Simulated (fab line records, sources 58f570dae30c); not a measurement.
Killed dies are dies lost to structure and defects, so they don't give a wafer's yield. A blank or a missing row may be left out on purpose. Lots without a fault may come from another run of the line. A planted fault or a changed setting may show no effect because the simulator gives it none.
Chamber matching | flow berkeley_cmos170 | UCB170_NWELL_ETCH_13 on rie_diel-01: 4 sister chambers
The step etches Si3N4 in CH3F/Ar/O2, stops on SiO2, target depth 246.4 nm, time 154 s. 7 wafers are shown with their chamber, then 7 later ones without.

WAFERS WITH THEIR CHAMBER
wafer  | chamber | throttle_valve_pct (%) | drypump_motor_current_A (A)
L307.2 | 2       | 8.06                   | 5.47
L311.3 | 2       | 8.08                   | 5.46
L311.4 | 0       | 7.76                   | 6.08
L319.4 | 3       | 8.13                   | 5.83
L319.6 | 1       | 8.14                   | 5.89
L320.3 | 3       | 8.14                   | 5.82
L320.4 | 1       | 8.15                   | 5.87

WAFERS WITHOUT THEIR CHAMBER
wafer  | throttle_valve_pct (%) | drypump_motor_current_A (A)
L320.5 | 7.76                   | 6.08
L324.2 | 7.78                   | 6.10
L324.3 | 8.12                   | 5.79
L324.6 | 8.14                   | 5.92
L326.2 | 7.78                   | 6.08
L326.3 | 8.15                   | 5.89
L326.4 | 7.76                   | 6.09

WHICH CHAMBER EACH WENT THROUGH
wafer  | from the rows above | in truth
L320.5 | 0                   | 0
L324.2 | 0                   | 0
L324.3 | 3                   | 3
L324.6 | 1                   | 1
L326.2 | 0                   | 0
L326.3 | 1                   | 1
L326.4 | 0                   | 0
Placed correctly: 7 of 7. Can't be placed from these rows: 0. Placed wrongly: 0.
How it was worked out, from the rows above alone: a wafer's distance from a chamber is the root of the sum, over the readings, of the square of ((its reading less the chamber's mean) divided by the reading's scatter). The wafer belongs to the nearest chamber; if the next one is less than 2 further off, it can't be placed. A chamber's mean is the mean of its shown wafers. The scatter: the root of (the sum of the squares of (reading less its chamber's mean) over the shown wafers, divided by (wafers less chambers)).
